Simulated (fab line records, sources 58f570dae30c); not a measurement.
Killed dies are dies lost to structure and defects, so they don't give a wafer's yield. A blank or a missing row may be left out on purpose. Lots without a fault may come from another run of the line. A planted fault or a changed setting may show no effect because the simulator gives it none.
Problem report in the 8D (eight disciplines) form, filled by code | flow berkeley_cmos170 | the parts of the form that need people (team, actions taken, sign-off) are left out

1. THE PROBLEM
exposure_dose_mJ_cm2 at UCB170_PLDD_EXPOSE_03 reads a mean of 29.765 on 3 wafers of 1 lot; wafers without a fault read 29.974 with a standard deviation of 0.029. That is -7.2 standard deviations from the usual mean.
The step: exposes mask PSELECT, target cd 1200 nm.
First seen on wafer L809.1, day 10 12:06, on krf_scanner-02. The record holds 15 wafers of 5 lots with a number at this step. Rule for "out", or "out of limits": more than 4 standard deviations from the usual mean. The other wafers with a number count as sound.

2. WHAT IT IS AND WHAT IT IS NOT
question                    | is                     | is not
which readings at this step | exposure_dose_mJ_cm2   | stage_vel_mm_s
which lots                  | L809                   | L797, L808, L812, L818
which wafers of those lots  | all that have a number | -
read on which tools         | krf_scanner-02         | krf_scanner-01
when                        | from day 10 12:06      | up to then (3 sound wafers); but 9 sound wafers of L808, L812, L818 came after

3. SUSPECTS, AND WHAT RULES EACH OUT
Counting: a tool at a process step up to the reading stays a suspect if it ran every lot that is out and no sound lot after the first of them.
- rie_diel-03 at UCB170_GATE_ETCH_14 (etches BARC in N2/H2): kept. It ran the lot that is out, L809 (day 10 10:59), and no sound lot after that.
- rie_si-02 at UCB170_GATE_ETCH_15 (etches poly-Si in HBr/Cl2, stops on SiO2, time 56.3 s, target depth 278.2 nm): kept. It ran the lot that is out, L809 (day 10 11:02), and no sound lot after that.
- plasma_asher-02 at UCB170_GATE_STRIP_16 (strips in O2): ruled out as a lasting fault. Sound lots L812, L818 ran on it after its first lot that is out, L809 (day 10 11:05).
- krf_scanner-02 at UCB170_PLDD_EXPOSE_03 (exposes mask PSELECT, target cd 1200 nm): kept. It ran the lot that is out, L809 (day 10 12:06), and no sound lot after that; its last sound lot up to then is L797 (day 7 11:37). Its own readings are out on those wafers: exposure_dose_mJ_cm2.
Left after counting: rie_diel-03 at UCB170_GATE_ETCH_14, rie_si-02 at UCB170_GATE_ETCH_15, krf_scanner-02 at UCB170_PLDD_EXPOSE_03.

4. THE CAUSE (what the simulator had put in)
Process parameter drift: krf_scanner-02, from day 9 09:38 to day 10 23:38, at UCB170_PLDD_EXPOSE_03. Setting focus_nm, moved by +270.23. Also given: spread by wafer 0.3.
Counting left 3 suspects, and this tool is among them.

5. THE CHAIN OF EFFECTS, in route order
Each row: a reading whose mean over the struck wafers that have a number lies more than 3 standard deviations from the usual. Only readings for which the record gives a usual standard deviation are gone through. hours: the time from each lot's start at the first step in this table that gives one to its start at this step, as a median over the lots. sigmas: the change in usual standard deviations.
hours | step                  | reading              | usual  | on struck wafers | change | sigmas
0     | UCB170_PLDD_EXPOSE_03 | exposure_dose_mJ_cm2 | 29.974 | 29.765           | -0.209 | -7.2
The process steps in it:
- UCB170_PLDD_EXPOSE_03: exposes mask PSELECT, target cd 1200 nm.

6. WHAT WOULD HAVE CAUGHT IT SOONER
In this record the first reading out of limits was taken at day 10 12:06, 26 hours after the fault began at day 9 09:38.
